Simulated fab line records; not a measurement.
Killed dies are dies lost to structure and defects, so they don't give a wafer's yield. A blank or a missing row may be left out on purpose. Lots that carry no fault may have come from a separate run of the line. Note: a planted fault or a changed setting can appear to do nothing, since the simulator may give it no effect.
8D (eight disciplines) problem report, filled in by code ; flow ritCmos ; the parts of the form that need people (team, actions taken, sign-off) are left out

1. WHAT WENT WRONG
Wafers free of any fault read 2151 (standard deviation 21) for NWELL_TW at RIT_NWELL_TW_MEAS_10, against a mean of 2009 on 6 wafers of 2 lots. That puts it -6.8 standard deviations away from the usual mean.
First observed at day 4 15:01: wafer L682.1, on filmMetro-03. The record has a number at this step for 42 wafers belonging to 14 lots. The rule behind "out" and "out of limits": a value lying over 4 standard deviations away from the usual mean. The other wafers with a number count as sound.

2. WHAT THIS IS AND IS NOT
question;is;is not
which readings at this step;NWELL_TW;-
which lots;L682, L683;L669, L670, L671, L672, L673, L674, L678, L680, L686, L687, L688, L690
which wafers of those lots;all that have a number;-
read on which gauges;filmMetro-03;filmMetro-01, filmMetro-04
when;from day 4 15:01;"up to then (24 sound wafers); but 12 sound wafers of L686, L687, L688, L690 came after"

3. SUSPECTS, AND WHAT RULES EACH OUT
Counting: a tool at any process step up to the reading remains a suspect when it ran all the lots that are out and ran no sound lot after the first of those.
- the gauge at RIT_NWELL_TW_MEAS_10 is ruled out. All the wafers that are out were read on filmMetro-03, but those of them that RIT_NWELL_IMPLANT_08 has rows for are out there too, on other tools.
- implanter-04 at RIT_NWELL_IMPLANT_08: kept. Every lot that is out went through it, starting with L682 (day 4 14:41), and after that it ran no sound lot; the last sound lot it ran before then is L680 (day 4 05:17). On those wafers its own readings are out: beamOnS, faradayCurrentUA.
Remaining after the count: implanter-04 at RIT_NWELL_IMPLANT_08.

4. THE CAUSE (what the simulator had put in)
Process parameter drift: implanter-04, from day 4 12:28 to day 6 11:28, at RIT_NWELL_IMPLANT_08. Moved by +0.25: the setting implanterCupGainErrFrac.
The count eliminated every tool but this one.

5. SEQUENCE OF EFFECTS, ordered by route
Each row: a reading whose mean over the struck wafers that have a number lies more than 3 standard deviations from the usual. Scope: only readings with a usual standard deviation given in the record; hours: median across lots of the time from each lot's start at the first step in this table that gives one to its start at this step; sigmas: change in usual standard deviations.
hours;step;reading;usual;on struck wafers;change;sigmas
0;RIT_NWELL_IMPLANT_08;beamOnS;10.01 s;7.96;-2.05;-10
0;RIT_NWELL_IMPLANT_08;faradayCurrentUA;159;200;+40;+13
0;RIT_NWELL_TW_MEAS_10;NWELL_TW;2151;2009;-142;-6.8
7;RIT_WELLDRIVE_RS_MEAS_01;NWELL_RS;275.7 ohm/sq;316.9;+41.2;+61
The process steps in it:
- RIT_NWELL_IMPLANT_08

6. WHAT WOULD HAVE CAUGHT IT SOONER
The first out-of-limits reading at a measuring or inspecting step in this record came at day 4 15:01, 3 hours after the fault's start at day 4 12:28.
The tool's own readings at RIT_NWELL_IMPLANT_08 were out on every struck wafer that the step has a row for (beamOnS, faradayCurrentUA): an alarm limit on them would have fired on the first of those.
Among the 2 lots that are out, L683 began RIT_NWELL_IMPLANT_08 on implanter-04 after day 4 15:01. Holding the tool at that time would have saved it.
